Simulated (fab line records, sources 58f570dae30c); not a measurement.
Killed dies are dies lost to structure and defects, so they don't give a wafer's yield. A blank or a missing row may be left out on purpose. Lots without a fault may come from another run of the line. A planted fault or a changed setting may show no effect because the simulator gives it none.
Split-lot experiment | flow berkeley_cmos170 | 5 lots, 23 wafers read, on a route of 331 steps

THE SPLIT
At UCB170_GATE_CVD_04 (deposits poly-Si from SiH4, time 1440 s, target thk 214 nm), the setting sih4_flow_sccm was moved away from the recipe's 120 sccm on 5 of the 23 wafers read, by -9.2%. The other wafers ran this setting at the recipe's value.

The file shows no step between the split and the reading.

THE READING
GATE_POLY_THK, in nm, at UCB170_GATE_THK_MEAS_05. Fault-free wafers of this fab line usually give 215.4 nm, standard deviation 2.4 nm.

wafer  | tool, chamber at the split | sih4_flow_sccm as run, sccm | against the recipe | GATE_POLY_THK, nm | against lot-mates on the recipe
L076.1 | -, -                       | 109                         | -9.2%              | 197.4             | no lot-mate on the recipe
L076.2 | -, -                       | 109                         | -9.2%              | 196.5             | no lot-mate on the recipe
L076.3 | -, -                       | 109                         | -9.2%              | 198.6             | no lot-mate on the recipe
L076.4 | -, -                       | 109                         | -9.2%              | 198.6             | no lot-mate on the recipe
L076.5 | -, -                       | 109                         | -9.2%              | 197.9             | no lot-mate on the recipe
L075.2 | -, -                       | 120                         | recipe             | 217.9             | -
L075.3 | -, -                       | 120                         | recipe             | 215.3             | -
L075.4 | -, -                       | 120                         | recipe             | 216.1             | -
L075.5 | -, -                       | 120                         | recipe             | 217.0             | -
L075.6 | -, -                       | 120                         | recipe             | 216.7             | -
L079.1 | -, -                       | 120                         | recipe             | 215.1             | -
L079.3 | -, -                       | 120                         | recipe             | 214.4             | -
L079.4 | -, -                       | 120                         | recipe             | 215.3             | -
L079.5 | -, -                       | 120                         | recipe             | 214.4             | -
L079.6 | -, -                       | 120                         | recipe             | 215.1             | -
L082.1 | -, -                       | 120                         | recipe             | 213.6             | -
L082.3 | -, -                       | 120                         | recipe             | 215.4             | -
L082.4 | -, -                       | 120                         | recipe             | 214.2             | -
L082.5 | -, -                       | 120                         | recipe             | 214.6             | -
L082.6 | -, -                       | 120                         | recipe             | 214.9             | -
L084.2 | lpcvd-01, 0                | 120                         | recipe             | 213.1             | -
L084.5 | lpcvd-01, 0                | 120                         | recipe             | 213.4             | -
L084.6 | lpcvd-01, 0                | 120                         | recipe             | 209.7             | -

THE FIT
A straight line over all 23 wafers: GATE_POLY_THK changes by +1.85 nm for each +1% of sih4_flow_sccm; r = +0.98; the points scatter about the line by 1.6 nm.
Too few moved wafers have a lot-mate on the recipe to fit a line with each lot's own level taken away.

THE WHOLE CHAIN: every reading that the file lists as answering this split, in the file's order
step                    | what it does                                                                 | reading                                                                        | change (the file's fit)              | r (the file's)
UCB170_GATE_CVD_04      | deposits poly-Si from SiH4, time 1440 s, target thk 214 nm                   | poly-Si_of_GATE_CVD_04.thk_nm (the simulator's own value, which no gauge read) | +1.86 nm for each +1% of the setting | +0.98
UCB170_GATE_THK_MEAS_05 |                                                                              | GATE_POLY_THK                                                                  | +1.85 for each +1% of the setting    | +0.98
UCB170_GATE_ETCH_15     | etches poly-Si in HBr/Cl2, stops on SiO2, time 56.3 s, target depth 278.2 nm | etch.depth_nm (the simulator's own value, which no gauge read)                 | +1.86 nm for each +1% of the setting | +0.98
UCB170_GATE_ETCH_15     | etches poly-Si in HBr/Cl2, stops on SiO2, time 56.3 s, target depth 278.2 nm | GATE.feature_depth_nm (the simulator's own value, which no gauge read)         | +1.86 nm for each +1% of the setting | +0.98

THE FILE'S OWN FIT
GATE_POLY_THK changes by +1.85 nm for each +1% of sih4_flow_sccm, r = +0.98.
